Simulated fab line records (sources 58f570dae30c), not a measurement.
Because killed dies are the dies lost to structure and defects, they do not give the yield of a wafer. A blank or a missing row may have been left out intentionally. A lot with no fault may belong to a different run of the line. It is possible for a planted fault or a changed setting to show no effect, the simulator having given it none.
Chamber matching    flow berkeley cmos170    wet bench-04 running UCB170_NVT_CLEAN_10: 4 sister chambers
The step cleans in SPM, time 600 s. 8 wafers are shown with their chamber, then 10 later ones without.

WAFERS PAIRED WITH THEIR CHAMBERS
wafer   chamber  bath guard temp C (C)  bath heat duty pct (%)
L253.2  0        119.4                  12.0
L253.6  0        119.6                  11.0
L256.5  3        120.1                  15.6
L256.6  3        120.1                  13.6
L260.5  1        120.7                  12.2
L260.6  1        120.3                  12.2
L265.2  2        119.5                  12.6
L265.3  2        119.6                  11.6

WAFERS WITHOUT THEIR CHAMBER
wafer   bath guard temp C (C)  bath heat duty pct (%)
L265.5  119.5                  13.0
L269.1  120.0                  14.4
L269.2  120.1                  15.3
L269.5  120.1                  14.6
L270.1  119.5                  14.0
L270.2  120.0                  13.7
L270.5  120.0                  15.4
L271.1  119.2                  13.3
L271.2  119.7                  13.0
L271.4  119.2                  12.7

THE CHAMBER EACH PASSED THROUGH
wafer   from the rows above           in truth
L265.5  can't be placed: 2 or 0       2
L269.1  3                             3
L269.2  3                             3
L269.5  3                             3
L270.1  can't be placed: 2 or 0 or 3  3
L270.2  3                             3
L270.5  3                             3
L271.1  can't be placed: 2 or 0       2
L271.2  can't be placed: 2 or 0 or 3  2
L271.4  can't be placed: 2 or 0       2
Correct placement for 5 of the 10. Not placeable from these rows: 5 (in 5, the candidates include the true chamber). Number placed wrongly: 0.
How it was worked out, from the rows above alone: a wafer's distance from a chamber is the root of the sum, over the readings, of the square of ((its reading less the chamber's mean) divided by the reading's scatter). If the next closest chamber is less than 2 further off than the closest, the wafer can't be placed; otherwise it belongs to the closest. The mean given for a chamber averages the wafers shown for that chamber. The scatter: take each reading less its chamber's mean, square it, sum over the shown wafers, divide by the number of wafers less the number of chambers, and take the root.
